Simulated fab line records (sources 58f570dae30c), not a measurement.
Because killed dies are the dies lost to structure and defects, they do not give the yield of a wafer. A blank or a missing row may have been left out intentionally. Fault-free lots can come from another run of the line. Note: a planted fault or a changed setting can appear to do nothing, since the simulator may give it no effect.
Comparing a struck lot with a sound one / flow berkeley-cmos170 / 15 steps out of a route of 331
Sound: these wafers, L584.3, L584.4, L584.5. Wafers L599.1, L599.2, L599.5 were the ones struck. Last of all comes the cause.
Each step with rows lists, per side, the tool, then ch with its chambers, then its first start. Under that, the readings that differ: sound wafers / struck wafers / difference of the means / sigmas: that difference in standard deviations of wafers without a fault.
alike: words and numbers the same on both sides, and readings whose means are apart by under 2 such deviations; not compared: readings that were withheld, readings missing a value for some wafer, numbers with overlapping values and no deviation given by the record, and bounds like >300 which may hide the same value.
The two part at a step that has a row with sigmas, a row that says differs or no value, or rows on one side only. Numbers that don't overlap but have no deviation are shown without sigmas and don't part them. A reading missing from all wafers of one side parts the sides only when that side holds two or more wafers.

UCB170_GATE_STRIP_16: strips in O2.
  sound on plasma-asher-04 ch 0,1, day 8 05:44; struck on plasma-asher-04 ch 0,1, day 11 14:52
  alike: drypump-motor-current-A, oes-product-au
  not compared: rf-hours-counter-h
UCB170_GATE_CD_MEAS_90 targets a cd of 350 nm.
  struck on cd-sem-02, day 11 15:04; sound on cd-sem-02, day 8 05:53
  alike: cd-nm
then, 7 steps without rows for these wafers: UCB170_GATE_CLEAN_17 (cleans in SPM, time 600 s); UCB170_PLDD_HMDS_00 (prime time 60 s); UCB170_PLDD_COAT_01 (resist thk 900 nm); UCB170_PLDD_SOFTBAKE_02 (time 60 s); UCB170_PLDD_EXPOSE_03 (exposes mask PSELECT, target cd 1200 nm); UCB170_PLDD_PEB_04; UCB170_PLDD_DEVELOP_05 (develop time 45 s).
UCB170_PLDD_CD_MEAS_06 targets a cd of 1200 nm.
  struck on cd-sem-01, day 11 18:17; sound on cd-sem-01, day 8 07:11
  alike: cd-nm
UCB170_PLDD_OVL_MEAS_07:
  struck on overlay-01, day 11 18:24; sound on overlay-01, day 8 07:16
  alike: PLDD_OVL
then, 1 step without rows for these wafers: UCB170_PLDD_IMPLANT_08.
UCB170_PLDD_IMPLANT_09:
  sound on implanter-03 ch 0, day 8 07:30; struck on implanter-02 ch 0, day 11 18:35
reading=tilt-deg (degrees); sound=7.050 7.037 7.029; struck=5.833 5.838 5.843; difference=-1.201; sigmas=-55
  alike: faraday-current-uA
UCB170_PLDD_STRIP_10: strips in O2.
  sound on plasma-asher-03 ch 0,1, day 8 07:38; struck on plasma-asher-01 ch 0,1, day 11 18:44
reading=strip-time-to-endpoint-s (s); sound=21.54 21.54 21.55; struck=21.73 21.72 21.73; difference=+0.18; sigmas=+3
  alike: drypump-motor-current-A, oes-product-au
  not compared: rf-hours-counter-h
UCB170_M3_PROBE_99:
  the record has rows for the sound wafers here (prober-02, day 9 16:14) and none for the struck ones

WHERE THEY PART
First at UCB170_PLDD_IMPLANT_09; last, within this record, at UCB170_M3_PROBE_99.

WHY: the cause the simulator had injected
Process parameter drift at UCB170_PLDD_IMPLANT_09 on implanter-02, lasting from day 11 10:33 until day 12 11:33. A move of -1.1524 in setting tilt-deg, from 7. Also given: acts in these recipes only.
